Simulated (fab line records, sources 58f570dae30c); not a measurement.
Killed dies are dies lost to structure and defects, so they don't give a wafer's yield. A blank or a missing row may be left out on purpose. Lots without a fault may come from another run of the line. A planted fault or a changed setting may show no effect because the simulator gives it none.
Split-lot experiment | flow berkeley_cmos170 | 5 lots, 23 wafers read, on a route of 331 steps

THE SPLIT
At UCB170_PVT_COAT_01 (resist thk 900 nm), the setting resist_thk_nm was moved away from the recipe's 900 nm on 7 of the 23 wafers read, by -5.6% to +4.3%. The other wafers ran this setting at the recipe's value.

The reading is taken at the split's own step.

THE READING
KrF_of_PVT_COAT_01.thk_nm (the simulator's own value, which no gauge read), in nm, at UCB170_PVT_COAT_01 (resist thk 900 nm). The file gives no usual value for it. The 16 wafers here that ran the recipe average 899.3 nm, standard deviation 2.4 nm.

wafer  | tool, chamber at the split | resist_thk_nm as run, nm | against the recipe | KrF_of_PVT_COAT_01.thk_nm, nm | against lot-mates on the recipe
L076.1 | litho_track-04, 0          | 900                      | recipe             | 899.9                         | -
L076.2 | litho_track-04, 0          | 883.2                    | -1.9%              | 882.9                         | -17.9
L076.3 | litho_track-04, 0          | 900                      | recipe             | 901.6                         | -
L076.4 | litho_track-04, 0          | 883.2                    | -1.9%              | 886                           | -14.8
L076.5 | litho_track-04, 0          | 883.2                    | -1.9%              | 887.4                         | -13.4
L078.1 | litho_track-04, 0          | 900                      | recipe             | 902.2                         | -
L078.3 | litho_track-04, 0          | 900                      | recipe             | 898.4                         | -
L078.6 | litho_track-04, 0          | 900                      | recipe             | 898.7                         | -
L079.1 | litho_track-01, 0          | 938.3                    | +4.3%              | 938.3                         | +36.5
L079.3 | litho_track-01, 0          | 900                      | recipe             | 901.8                         | -
L079.4 | litho_track-01, 0          | 938.3                    | +4.3%              | 939                           | +37.2
L079.5 | litho_track-01, 0          | 900                      | recipe             | 902                           | -
L079.6 | litho_track-01, 0          | 900                      | recipe             | 901.6                         | -
L082.1 | litho_track-04, 0          | 849.3                    | -5.6%              | 844.5                         | -50.8
L082.2 | litho_track-04, 0          | 900                      | recipe             | 893.6                         | -
L082.3 | litho_track-04, 0          | 900                      | recipe             | 897.5                         | -
L082.4 | litho_track-04, 0          | 900                      | recipe             | 894.9                         | -
L082.5 | litho_track-04, 0          | 849.3                    | -5.6%              | 843.8                         | -51.5
L085.1 | litho_track-04, 0          | 900                      | recipe             | 899.9                         | -
L085.2 | litho_track-04, 0          | 900                      | recipe             | 899.9                         | -
L085.3 | litho_track-04, 0          | 900                      | recipe             | 897.8                         | -
L085.4 | litho_track-04, 0          | 900                      | recipe             | 900.4                         | -
L085.5 | litho_track-04, 0          | 900                      | recipe             | 898.8                         | -

THE FIT
A straight line over all 23 wafers: KrF_of_PVT_COAT_01.thk_nm changes by +9.41 nm for each +1% of resist_thk_nm; r = +0.99; the points scatter about the line by 2.7 nm.
The same after taking each lot's own level away (the mean of its wafers on the recipe; 23 wafers): +8.86 nm for each +1%; r = +1.00; scatter 1.4 nm.
On that fit, the largest move of resist_thk_nm shifts the reading by 50 nm.
The lots' own levels span 895.33 to 901.80 nm, that is 2.7 times the standard deviation above.
So the lot-to-lot level changes the slope little: the two slopes agree.
Check: with one of the wafers moved furthest among these (-5.6%) left out of the fit, the line predicts -49.5 nm for it against its lot-mates. It came out at -50.8 nm against them.

OTHER SPLITS ON THESE WAFERS
These wafers also went through other splits before the reading. Each is held against what the fit with the lots' levels taken away leaves over:
other split on the same wafers  | wafers away from the commonest value | r with KrF_of_PVT_COAT_01.thk_nm (lot level and that fit taken away)
UCB170_FIELD_WET_ETCH_04 time_s | 15                                   | -0.06

THE WHOLE CHAIN: every reading that the file lists as answering this split, in the file's order
step                | what it does      | reading                                                                    | change (the file's fit)              | r (the file's)
UCB170_PVT_COAT_01  | resist thk 900 nm | KrF_of_PVT_COAT_01.thk_nm (the simulator's own value, which no gauge read) | +8.89 nm for each +1% of the setting | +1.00
UCB170_PVT_STRIP_08 | strips in O2      | strip_time_to_endpoint_s                                                   | withheld for each +1% of the setting | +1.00

THE FILE'S OWN FIT
KrF_of_PVT_COAT_01.thk_nm changes by +8.89 nm for each +1% of resist_thk_nm, r = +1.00.
